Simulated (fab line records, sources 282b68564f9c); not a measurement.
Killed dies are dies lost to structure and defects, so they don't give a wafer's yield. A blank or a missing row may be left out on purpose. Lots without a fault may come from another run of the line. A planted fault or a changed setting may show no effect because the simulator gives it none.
fab line records | flow rit_cmos
record lots=6 wafers=18 last_day=6
route steps=202 shown NLDD@107 PLDD@114
lots that met no fault: from a run of the same line without faults
start_h: hours from the record's first day to the start of the lot's first wafer shown | wait_h: hours since the lot's step before | " the same as in the row above | L1.1+2: a row that stands for several wafers | - no value, or no start given | * or withheld: withheld | < > ~ a bound
route shown NAME@n: a module of which the file shows steps, and the number in the route of the first | usual: mean/standard deviation of fault-free wafers | same: alike in all rows | chamber/n: place in a boat | sites: the reading at each site | _std_site: their standard deviation | _edge_site: outer sites' mean less inner sites' | radius_mm: how far each site lies from the wafer's centre | mask NAME#n: copy n | behind: the tool/chamber that last shaped the wafer | hold: why the lot was held/for how many hours/how that ended | device: the transistor (n, p or np) that didn't switch | end of line: the same wafers' tests at the end of the route | a step without rows: its recipe alone | killed: dies lost to structure and defects at the first sort, not the wafer's yield | map: a wafer's dies, x killed, . not, _ none there
set.NAME: the setting as run; set.NAME@STEP: as run at that earlier step | model.NAME: the simulator's own value behind a step, which no gauge read
lots at some steps of the route; a table a step, a row a wafer
services: from which hour (start_h, from the record's first day; less than 0 if before it) a tool's chamber was out of use, for how many hours, and why
## steps
# step RIT_NLDD_PEB_04
# recipe resist=NOVOLAK temp_c=withheld time_s=withheld
# step RIT_NLDD_DEVELOP_05
# recipe resist=NOVOLAK develop_time_s=50 dev_temp_c=23
# step RIT_NLDD_OVL_MEAS_06
# usual NLDD_OVL=-0.6/1.5
# columns lot.wafer tool chamber start_h wait_h NLDD_OVL[nm]
L137.2 overlay-01 - 57.16 - -1.8
L137.4 " - " " -1.6
L137.5 " - " " -0.2
L145.2 overlay-01 - 97.67 - 0.2
L145.3 " - " " 1.2
L145.5 " - " " -0.1
L147.3 overlay-01 - 107.01 - -1.6
L147.4 " - " " 0.6
L147.6 " - " " 1.1
L148.1 overlay-01 - 110.86 - -0.1
L148.4 " - " " 1.9
L148.6 " - " " 1.8
L149.1 overlay-02 - 116.70 - -1.6
L149.4 " - " " -1.0
L149.6 " - " " -1.1
L151.4 overlay-01 - 129.78 - 3.2
L151.5 " - " " 1.8
L151.6 " - " " -0.1
# step RIT_NLDD_HARDBAKE_07
# recipe resist=NOVOLAK temp_c=140 time_s=60
# step RIT_NLDD_IMPLANT_08
# recipe species=P energy_kev=20 dose_cm2=5.102e+14 tilt_deg=7
# step RIT_NLDD_STRIP_09
# recipe chemistry=O2 time_s=180 resist=NOVOLAK platen_temp_c=withheld power_w=500 pressure_mtorr=4000 o2_flow_sccm=4000
# usual drypump_motor_current_A=5.5/0.38
# columns lot.wafer tool chamber start_h wait_h drypump_motor_current_A rf_hours_counter_h
L137.2 plasma_asher-04 1 57.49 0.1 5.3 26
L137.4 " 0 " " 5.7 -
L137.5 " 1 " " 5.3 -
L145.2 plasma_asher-04 1 98.00 0.1 5.3 31
L145.3 " 1 " " 5.3 -
L145.5 " 0 " " 5.7 -
L147.3 plasma_asher-03 0 107.39 0.1 5.0 -
L147.4 " 1 " " 5.8 -
L147.6 " 0 " " 5.0 -
L148.1 plasma_asher-03 1 111.28 0.2 5.8 47
L148.4 " 0 " " 5.0 -
L148.6 " 0 " " 5.0 -
L149.1 plasma_asher-03 1 117.11 0.2 5.8 48
L149.4 " 1 " " 5.8 -
L149.6 " 1 " " 5.8 -
L151.4 plasma_asher-04 1 130.16 0.1 5.3 -
L151.5 " 1 " " 5.3 -
L151.6 " 0 " " 5.7 -
# step RIT_NLDD_TW_MEAS_10
# usual NLDD_TW=2504/23
# columns lot.wafer tool chamber start_h wait_h NLDD_TW
L137.2 film_metro-04 - 57.68 0.1 2477
L137.4 " - " " 2480
L137.5 " - " " 2491
L145.2 film_metro-01 - 98.19 0.1 2519
L145.3 " - " " 2518
L145.5 " - " " 2535
L147.3 film_metro-01 - 107.53 0.1 2527
L147.4 " - " " 2529
L147.6 " - " " 2532
L148.1 film_metro-01 - 111.45 0.1 2515
L148.4 " - " " 2528
L148.6 " - " " 2524
L149.1 film_metro-04 - 117.29 0.1 2494
L149.4 " - " " 2475
L149.6 " - " " 2492
L151.4 film_metro-01 - 130.31 0.1 2530
L151.5 " - " " 2524
L151.6 " - " " 2527
# step RIT_PLDD_HMDS_00
# recipe prime_time_s=60 prime_temp_c=140
# step RIT_PLDD_COAT_01
# recipe resist=NOVOLAK spin_rpm=3250 resist_thk_nm=1000
# step RIT_PLDD_SOFTBAKE_02
# recipe resist=NOVOLAK temp_c=90 time_s=60
# step RIT_PLDD_EXPOSE_03
# recipe mask_id=M8 na=0.57 target_cd_nm=40900 dose_mj=250
# step RIT_PLDD_PEB_04
# recipe resist=NOVOLAK temp_c=withheld time_s=withheld
# step RIT_PLDD_DEVELOP_05
# recipe resist=NOVOLAK develop_time_s=50 dev_temp_c=23
# usual chill_plate_temp_C=22.99/0.098 develop_time_s=50/0 resist_line_temp_C=22.97/0.11
# columns lot.wafer tool chamber start_h wait_h chill_plate_temp_C develop_time_s resist_line_temp_C
L137.2 litho_track-03 0 58 - 22.95 50 22.93
L137.4 " 0 " " 23.23 50 23.20
L137.5 " 0 " " 22.95 50 22.84
L145.2 litho_track-02 0 98 - 23.15 50 22.98
L145.3 " 0 " " 23.01 50 22.97
L145.5 " 0 99 - 22.87 50 23.08
L147.3 litho_track-04 - 108 - - - -
L147.4 " - " " - - -
L147.6 " - " " - - -
L148.1 litho_track-03 - 112 - - - -
L148.4 " - " " - - -
L148.6 " - " " - - -
L149.1 litho_track-02 0 118 - 22.85 50 23.09
L149.4 " 0 " " 22.95 50 22.92
L149.6 " 0 " " 23.06 50 23.22
L151.4 litho_track-03 0 131 - 22.88 50 23.01
L151.5 " 0 " " 23.05 50 23.08
L151.6 " 0 " " 23.02 50 23.13
# step RIT_PLDD_OVL_MEAS_06
# usual PLDD_OVL=0.1/1.4
# columns lot.wafer tool chamber start_h wait_h PLDD_OVL[nm]
L137.2 overlay-01 - 58.78 - 0.8
L137.4 " - " " 0.8
L137.5 " - " " 1.0
L145.2 overlay-02 - 99.09 - -0.3
L145.3 " - " " 1.7
L145.5 " - " " 0.8
L147.3 overlay-01 - 108.55 - -
L147.4 " - " " -
L147.6 " - " " -
L148.1 overlay-02 - 112.49 - -
L148.4 " - " " -
L148.6 " - " " -
L149.1 overlay-01 - 118.32 - -1.4
L149.4 " - " " -2.5
L149.6 " - " " -1.1
L151.4 overlay-01 - 131.21 - -0.4
L151.5 " - " " -0.2
L151.6 " - " " 1.3
## services
# columns tool chamber start_h hours kind
plasma_asher-04 - 130.92 14.6 repair
## key
first_sign step=RIT_PLDD_DEVELOP_05 reading=tool_record direction=missing
effect none on later readings
met_at RIT_PLDD_DEVELOP_05
struck_wafers L147.3,L147.4,L147.6,L148.1,L148.4,L148.6
sort_left_out L147.3,L147.4,L147.6,L148.1,L148.4,L148.6
tester_left_out L147,L148
onset_between 58 108
fault kind=skipped_step_whole tool=litho_track-03,litho_track-04 chamber=- onset_h=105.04 steps=RIT_PLDD_DEVELOP_05 scope=struck_lots_only
# tester_left_out: of these lots the tester's yield and bins aren't shown, on N5 and GAA mostly nor the transistor test; their killed dies are dies lost to structure and defects alone, not to doping, threshold or leakage, so they don't give the yield
# sort_left_out: the simulated sort isn't trusted on such a fault, so these wafers' sort isn't shown, and their yield isn't known
